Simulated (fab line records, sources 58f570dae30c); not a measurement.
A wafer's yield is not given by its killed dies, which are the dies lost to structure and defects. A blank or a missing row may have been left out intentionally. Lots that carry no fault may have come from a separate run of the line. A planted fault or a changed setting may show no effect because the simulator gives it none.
Comparing a struck lot with a sound one || flow berkeleyCmos170 || 14 out of 331 route steps
Sound: these wafers, L356.3, L356.5, L356.6. Wafers struck: L373.2, L373.4, L373.6. Last of all comes the cause.
Order at every step that has rows: each side's tool, ch and its chambers, its first start. Under that, the readings that differ: sound wafers || struck wafers || difference of the means || sigmas: that difference in standard deviations of wafers without a fault.
alike: a reading whose means differ by less than 2 such deviations, as well as words and numbers matching on both sides. not compared: withheld readings; readings where some wafer has no value; bounds like >300 that might hide an equal value; numbers whose values overlap and for which the record gives no deviation.
The two part at a step that has a row with sigmas, a row that says differs or no value, or rows on one side only. Non-overlapping numbers with no deviation appear without sigmas and do not part them. A reading that every wafer of one side lacks parts them only if that side has two wafers or more.

first, 1 step without rows for these wafers: UCB170_M1_ANNEAL_14 (time 1200 s).
UCB170_V1_CVD_00: deposits SiO2 from TEOS/O2, target thk 2000 nm, time 250 s.
  sound on pecvd-01 ch 0,1, day 8 00:03; struck on pecvd-03 ch 0,1, day 11 05:56
{"reading": "heaterPowerW (W)", "sound": "223 167 244", "struck": "341 261 321", "difference": "+96", "sigmas": "+2"}
UCB170_V1_THK_MEAS_01:
  sound on filmMetro-03 at day 8 00:13; struck on filmMetro-02 at day 11 06:07
  alike: V1_TEOS_THK
UCB170_V1_CMP_02: polishes SiO2.
  sound on cmp-01 ch 0,3, day 8 00:19; struck on cmp-02 ch 0,2, day 11 06:46
  alike: edgeZonePressureFrac, motorCurrentA, platenRpm
UCB170_V1_BOW_MEAS_03:
  sound on filmMetro-01 at day 8 00:36; struck on filmMetro-03 at day 11 07:05
  alike: V1_BOW
UCB170_V1_THK_MEAS_04:
  sound on filmMetro-01 at day 8 00:42; struck on filmMetro-03 at day 11 07:11
  alike: V1_POLISHED_THK
then, 6 steps without rows for these wafers: UCB170_V1_CLEAN_05 (cleans in DIW); UCB170_V1_HMDS_06 (prime time 60 s); UCB170_V1_COAT_07 (resist thk 900 nm); UCB170_V1_SOFTBAKE_08 (time 60 s); UCB170_V1_EXPOSE_09 (exposes mask VIA1, target cd 700 nm); UCB170_V1_PEB_10.
UCB170_V1_DEVELOP_11: develop time 45 s.
  struck on lithoTrack-04, day 11 08:00; sound on lithoTrack-04 ch 0, day 8 01:00
  no value came back on the struck wafers for chillPlateTempC (C), developTimeS (s); on the sound wafers chillPlateTempC (C) reads 22.91 22.98 22.89
{"reading": "model.KrF_of_V1_COAT_07.thkNm (nm)", "sound": "885.5 882 882.8", "struck": "898.1 903.1 900.6", "difference": "+17.2", "sigmas": ""}
UCB170_V1_CD_MEAS_12: target cd 700 nm.
  sound on cdSem-01 at day 8 02:05; struck on cdSem-02 at day 11 09:06
{"reading": "cdNm (nm)", "sound": "699.2 699.3 699.3", "struck": "- - -", "difference": "no value on the struck wafers", "sigmas": ""}

## WHERE THEY PART
At UCB170_V1_CVD_00 first; at UCB170_V1_CD_MEAS_12 last (within this record only).

WHY: the cause the simulator had injected
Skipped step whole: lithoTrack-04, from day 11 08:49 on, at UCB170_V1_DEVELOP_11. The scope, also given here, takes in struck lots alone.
